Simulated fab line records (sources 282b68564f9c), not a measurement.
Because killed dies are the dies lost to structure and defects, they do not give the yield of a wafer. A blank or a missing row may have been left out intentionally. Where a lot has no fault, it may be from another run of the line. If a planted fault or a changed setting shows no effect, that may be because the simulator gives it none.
2 desks looking at one fault	flow rit-cmos	only its own numbers are on each desk; what lay behind them is given at the end

FROM THE METROLOGY DESK
Means of the sampled wafers that have a number, per lot and without regard to the tool the lot ran on: this is what the gauges read. The brackets show how far a lot's mean lies from the usual mean; more than 4 standard deviations puts the lot out of limits, marked OUT.
Columns: A = INCOMING_BOW at RIT_ACTIVE_BOW_MEAS_00, usual 0 um; B = PWELL_RS at RIT_WELLDRIVE_RS_MEAS_02, usual 429.2 ohm/sq; C = GATE_POLY_THK at RIT_GATE_THK_MEAS_09, usual 250.9 nm
lot	first seen here	A	B	C
L633	day 1 10:04	6	428.4	251.4
L634	day 1 15:01	-9	426.6	251.8
L635	day 1 20:00	5	428.0	246.7
L636	day 2 01:02	-8	431.6	250.1
L637	day 2 06:00	2	429.3	250.1
L638	day 2 11:01	4	431.1	249.5
L639	day 2 16:01	-2	430.0	250.4
L641	day 3 02:00	-8	428.6	253.8
L644	day 3 17:01	4	427.9	199.5 (-23) OUT
L646	day 4 03:00	9	429.4	252.1
This desk reports L644 out of limits; the earliest was L644 at day 4 23:26 (GATE_POLY_THK at RIT_GATE_THK_MEAS_09). L633, L634, L635, L636, L637, L638, L639, L641, L646: within limits.

TOOL OWNER'S DESK, lpcvd-02
The tool's own readings at RIT_GATE_CVD_08 (deposits poly-Si from SiH4, target thk 250 nm, time 2220 s): means of the sampled wafers that have a number, for each lot that ran on this tool. The brackets show how far a lot's mean lies from the usual mean; more than 4 standard deviations puts the lot out of limits, marked OUT.
Columns: A = spike-tc-centre-C at RIT_GATE_CVD_08, usual 611.8 C; B = spike-tc-load-C at RIT_GATE_CVD_08, usual 633.0 C; C = spike-tc-source-C at RIT_GATE_CVD_08, usual 631.5 C; D = zone-power-source-pct at RIT_GATE_CVD_08, usual 12.8 %
lot	first seen here	A	B	C	D
L634	day 2 22:18	613.7	629.5	629.9	13.3
L636	day 3 02:08	611.7	630.2	630.1	13.2
L637	day 3 14:35	611.9	634.6	632.7	12.5
L638	day 3 16:12	614.9	630.7	630.7	13.3
L639	day 3 21:45	612.6	634.3	632.7	12.6
L644	day 4 21:49	604.5 (-4.3) OUT	621.1 (-5.4) OUT	619.5 (-8.0) OUT	12.8
This desk's verdict: out of limits on L644, starting with L644 at day 4 21:49 (spike-tc-centre-C at RIT_GATE_CVD_08). L634, L636, L637, L638, L639: within limits.

TAKEN TOGETHER
On L644, at day 4 21:49, an alarm was possible from the tool owner's desk.
At day 4 23:26 the metrology desk could have sounded an alarm, on L644.
The lots listed all ran RIT_GATE_CVD_08 on lpcvd-02.

WHAT WAS PUT IN BY THE SIMULATOR
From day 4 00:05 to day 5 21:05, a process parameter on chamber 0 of lpcvd-02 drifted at RIT_GATE_CVD_08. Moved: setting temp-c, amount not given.
Struck lots among those shown: L644.
Fault start to first reading out of limits, in hours, per desk: tool owner, 22; metrology, 23.
